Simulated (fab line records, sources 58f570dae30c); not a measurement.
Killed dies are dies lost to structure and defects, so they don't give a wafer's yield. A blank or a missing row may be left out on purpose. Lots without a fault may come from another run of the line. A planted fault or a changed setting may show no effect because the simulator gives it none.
Which tool did it? | flow berkeley_cmos170 | 13 lots, 39 wafers sampled, at 6 steps of a route of 331

WHAT THE GAUGES READ, wafer by wafer
UCB170_V2_CD_MEAS_90: target cd 700 nm. Usual: cd_nm 699.5 nm, standard deviation 1.3.
lot  | measured     | on        | cd_nm (nm)                          | flag
L513 | day 8 11:11  | cd_sem-01 | 697.1 697.7 698.3                   |
L512 | day 8 11:34  | cd_sem-02 | 700.4 702.1 701.9                   |
L516 | day 8 23:02  | cd_sem-01 | 700.2 698.6 699.6                   |
L517 | day 9 00:08  | cd_sem-01 | 698.6 699.1 699.1                   |
L520 | day 9 16:28  | cd_sem-01 | 702.3 700.9 700.5                   |
L521 | day 9 16:44  | cd_sem-01 | 697.9 693.3 698.2 697.4 693.5 698.5 |
L525 | day 10 23:17 | cd_sem-01 | 700.6 700.0 699.3                   |
L524 | day 10 23:37 | cd_sem-01 | 698.9 700.6 698.5                   |
L529 | day 11 20:41 | cd_sem-02 | 698.3 699.1 699.0                   |
L530 | day 11 21:26 | cd_sem-02 | 698.7 699.7 699.3                   |
L528 | day 11 21:28 | cd_sem-01 | 701.7 701.0 701.4                   |
L531 | day 12 16:32 | cd_sem-01 | 700.7 702.0 699.8                   |
L534 | day 13 04:13 | cd_sem-02 | 699.0 698.7 697.8                   |

UCB170_M3_THK_MEAS_03: measures by xrf. Usual: M3_AL_THK 907 nm, standard deviation 9.9.
lot  | measured     | on            | M3_AL_THK (nm) | flag
L513 | day 8 11:34  | film_metro-04 | 895 892 891    |
L512 | day 8 11:58  | film_metro-01 | 898 897 890    |
L516 | day 8 23:25  | film_metro-04 | 915 910 919    |
L517 | day 9 00:31  | film_metro-03 | 889 887 891    |
L520 | day 9 16:52  | film_metro-03 | 904 915 903    |
L521 | day 9 20:54  | film_metro-04 | 904 911        |
L525 | day 10 23:41 | film_metro-01 | 901 891 898    |
L524 | day 10 23:59 | film_metro-04 | 906 913 920    |
L529 | day 11 21:04 | film_metro-03 | 910 905 905    |
L530 | day 11 21:48 | film_metro-01 | 909 915 906    |
L528 | day 11 21:50 | film_metro-03 | 912 916 915    |
L531 | day 12 16:55 | film_metro-04 | 913 910 906    |
L534 | day 13 04:36 | film_metro-04 | 924 923 922    |

UCB170_M3_BOW_MEAS_20. Usual: M3_BOW 36 um, standard deviation 6.6.
lot  | measured     | on            | M3_BOW (um) | flag
L513 | day 8 14:04  | film_metro-03 | 32 31 30    |
L512 | day 8 14:40  | film_metro-03 | 39 40 44    |
L516 | day 9 01:55  | film_metro-01 | 28 38 43    |
L517 | day 9 02:54  | film_metro-04 | 39 32 38    |
L520 | day 9 20:02  | film_metro-01 | 23 27 27    |
L521 | day 9 23:08  | film_metro-03 | 24 39       |
L525 | day 11 02:32 | film_metro-03 | 25 24 34    |
L524 | day 11 03:09 | film_metro-01 | 28 37 40    |
L529 | day 12 00:28 | film_metro-03 | 37 33 31    |
L530 | day 12 02:11 | film_metro-01 | 41 33 38    |
L528 | day 12 02:29 | film_metro-01 | 40 35 30    |
L531 | day 12 19:17 | film_metro-03 | 41 39 39    |
L534 | day 13 07:46 | film_metro-03 | 30 44 40    |

WHICH TOOL RAN EACH LOT (tool, then ch and the chambers of the sampled wafers, then the start)
lot  | UCB170_V2_ETCH_14                  | UCB170_V2_STRIP_15                   | UCB170_M3_SPUTTER_01
L513 | rie_diel-03 ch 0,1,2, day 8 10:54  | plasma_asher-04 ch 0,1, day 8 11:05  | pvd_sputter-02, day 8 11:22
L512 | rie_diel-03 ch 1,3, day 8 11:17    | plasma_asher-04 ch 0,1, day 8 11:28  | pvd_sputter-03, day 8 11:46
L516 | rie_diel-02 ch 1,2, day 8 22:45    | plasma_asher-04 ch 0,1, day 8 22:56  | pvd_sputter-02, day 8 23:13
L517 | rie_diel-02 ch 1,3, day 8 23:51    | plasma_asher-01 ch 0,1, day 9 00:02  | pvd_sputter-02, day 9 00:19
L520 | rie_diel-01 ch 0,2,3, day 9 16:11  | plasma_asher-04 ch 0,1, day 9 16:22  | pvd_sputter-01, day 9 16:39
L521 | rie_diel-03 ch 0,2, day 9 16:28    | plasma_asher-03 ch 0,1, day 9 16:38  | pvd_sputter-02, day 9 20:41
L525 | rie_diel-01 ch 0,1, day 10 23:01   | plasma_asher-04 ch 0,1, day 10 23:11 | pvd_sputter-01, day 10 23:28
L524 | rie_diel-02 ch 2,3, day 10 23:19   | plasma_asher-01 ch 0, day 10 23:29   | pvd_sputter-03, day 10 23:47
L529 | rie_diel-02 ch 0,3, day 11 20:23   | plasma_asher-04 ch 0,1, day 11 20:34 | pvd_sputter-01, day 11 20:51
L530 | rie_diel-01 ch 0,1,2, day 11 21:07 | plasma_asher-03 ch 0,1, day 11 21:20 | pvd_sputter-03, day 11 21:35
L528 | rie_diel-02 ch 0,3, day 11 21:10   | plasma_asher-04 ch 0,1, day 11 21:22 | pvd_sputter-01, day 11 21:37
L531 | rie_diel-02 ch 1,3, day 12 16:14   | plasma_asher-01 ch 0,1, day 12 16:25 | pvd_sputter-03, day 12 16:42
L534 | rie_diel-01 ch 0,1,2, day 13 03:55 | plasma_asher-03 ch 0, day 13 04:06   | pvd_sputter-02, day 13 04:23
- UCB170_V2_ETCH_14: etches SiO2 in CHF3/CF4/Ar, stops on Al, target depth 1250 nm, time 291 s.
- UCB170_V2_STRIP_15: strips in O2.
- UCB170_M3_SPUTTER_01: material Al, target thk 900 nm, time 120 s.

WHAT THE TOOLS THEMSELVES READ (means of the sampled wafers that have a number; where no wafer has one, the mark that the record gives instead)
UCB170_V2_ETCH_14. Usual: CHF3_flow_sccm 45.02 sccm, standard deviation 0.13; drypump_motor_current_A 5.6 A, standard deviation 0.48; oes_product_au 0.871 a.u., standard deviation 0.013; rf_fwd_power_W 698.0 W, standard deviation 2; throttle_valve_pct 6.97 %, standard deviation 0.077.
lot  | tool        | CHF3_flow_sccm (sccm) | drypump_motor_current_A (A) | oes_product_au (a.u.) | rf_fwd_power_W (W) | throttle_valve_pct (%) | flag
L513 | rie_diel-03 | 45.10                 | 5.3                         | 0.874                 | 698.1              | 7.00                   |
L512 | rie_diel-03 | 45.01                 | 5.7                         | 0.865                 | 699.2              | 6.94                   |
L516 | rie_diel-02 | 45.00                 | 6.1                         | 0.858                 | 698.1              | 6.83                   |
L517 | rie_diel-02 | 45.01                 | 5.8                         | 0.865                 | 697.5              | 6.88                   |
L520 | rie_diel-01 | 45.03                 | 5.9                         | 0.873                 | 697.7              | 6.94                   |
L521 | rie_diel-03 | 45.09                 | 5.7                         | 0.870                 | 606.6              | 6.98                   | OFF
L525 | rie_diel-01 | 45.05                 | 6.2                         | 0.896                 | 699.6              | 7.02                   |
L524 | rie_diel-02 | 45.11                 | 5.7                         | 0.873                 | 697.8              | 7.01                   |
L529 | rie_diel-02 | 45.16                 | 5.4                         | 0.881                 | 696.6              | 7.05                   |
L530 | rie_diel-01 | 44.92                 | 6.1                         | 0.874                 | 697.1              | 7.00                   |
L528 | rie_diel-02 | 44.97                 | 5.5                         | 0.880                 | 697.5              | 7.03                   |
L531 | rie_diel-02 | 44.98                 | 5.7                         | 0.866                 | 697.2              | 6.98                   |
L534 | rie_diel-01 | 45.00                 | 6.1                         | 0.874                 | 697.2              | 7.00                   |

UCB170_V2_STRIP_15. Usual: drypump_motor_current_A 5.7 A, standard deviation 0.57; oes_product_au 0.722 a.u., standard deviation 0.0048; strip_time_to_endpoint_s 15.35 s, standard deviation 0.095.
lot  | tool            | drypump_motor_current_A (A) | oes_product_au (a.u.) | strip_time_to_endpoint_s (s) | flag
L513 | plasma_asher-04 | 6.1                         | 0.722                 | 15.49                        |
L512 | plasma_asher-04 | 6.1                         | 0.725                 | 15.39                        |
L516 | plasma_asher-04 | 6.1                         | 0.723                 | 15.33                        |
L517 | plasma_asher-01 | 5.1                         | 0.722                 | 15.28                        |
L520 | plasma_asher-04 | 6.1                         | 0.721                 | 15.38                        |
L521 | plasma_asher-03 | 5.9                         | 0.724                 | 15.82                        | OFF
L525 | plasma_asher-04 | 6.4                         | 0.727                 | 15.42                        |
L524 | plasma_asher-01 | 5.0                         | 0.721                 | 15.32                        |
L529 | plasma_asher-04 | 6.1                         | 0.723                 | 15.28                        |
L530 | plasma_asher-03 | 5.8                         | 0.719                 | 15.37                        |
L528 | plasma_asher-04 | 6.1                         | 0.727                 | 15.39                        |
L531 | plasma_asher-01 | 5.0                         | 0.722                 | 15.34                        |
L534 | plasma_asher-03 | 6.1                         | 0.721                 | 15.37                        |

UCB170_M3_SPUTTER_01. Usual: throttle_valve_pct 30.0 %, standard deviation 1.4.
lot  | tool           | throttle_valve_pct (%) | flag
L513 | pvd_sputter-02 | 28.4                   |
L512 | pvd_sputter-03 | 31.4                   |
L516 | pvd_sputter-02 | 28.8                   |
L517 | pvd_sputter-02 | 28.5                   |
L520 | pvd_sputter-01 | 31.4                   |
L521 | pvd_sputter-02 | 29.0                   |
L525 | pvd_sputter-01 | 31.3                   |
L524 | pvd_sputter-03 | 31.1                   |
L529 | pvd_sputter-01 | 31.3                   |
L530 | pvd_sputter-03 | 30.8                   |
L528 | pvd_sputter-01 | 29.7                   |
L531 | pvd_sputter-03 | 31.4                   |
L534 | pvd_sputter-02 | 28.5                   |

THE ANSWER, worked out from the rows above alone
Rule: a lot is off if the mean of its wafers that have a number lies more than 3 standard deviations from the usual mean. A lot without any number at a reading at which 4 lots or more have one is off too. The other lots that the step has rows for count as sound. The gauges are gone through in route order, then the tools' own readings, and for those a lot's mean is taken as printed above. The first step at which some lot is off is used, and at that step the reading that is off furthest; a lot without a number counts as furthest.
Off: L521, at UCB170_V2_ETCH_14 (rf_fwd_power_W).
A tool fits if, at that step or a process step before it, it ran every lot that is off, and no sound lot after the first of them. One fits: rie_diel-03 at UCB170_V2_ETCH_14. Its last sound lot is L512 (day 8 11:17), its first lot that is off L521 (day 9 16:28): a fault that began between those two fits.
The tool's own readings at UCB170_V2_ETCH_14 bear it out: on the lots that are off they differ by more than 5 times the standard deviation of the sound lots' means. rf_fwd_power_W reads 606.6 W there against 697.8 W on the sound lots.

WHAT THE SIMULATOR HAD PUT IN
Process parameter drift: rie_diel-03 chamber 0, from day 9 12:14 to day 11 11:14, at UCB170_V2_ETCH_14. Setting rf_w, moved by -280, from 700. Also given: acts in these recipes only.
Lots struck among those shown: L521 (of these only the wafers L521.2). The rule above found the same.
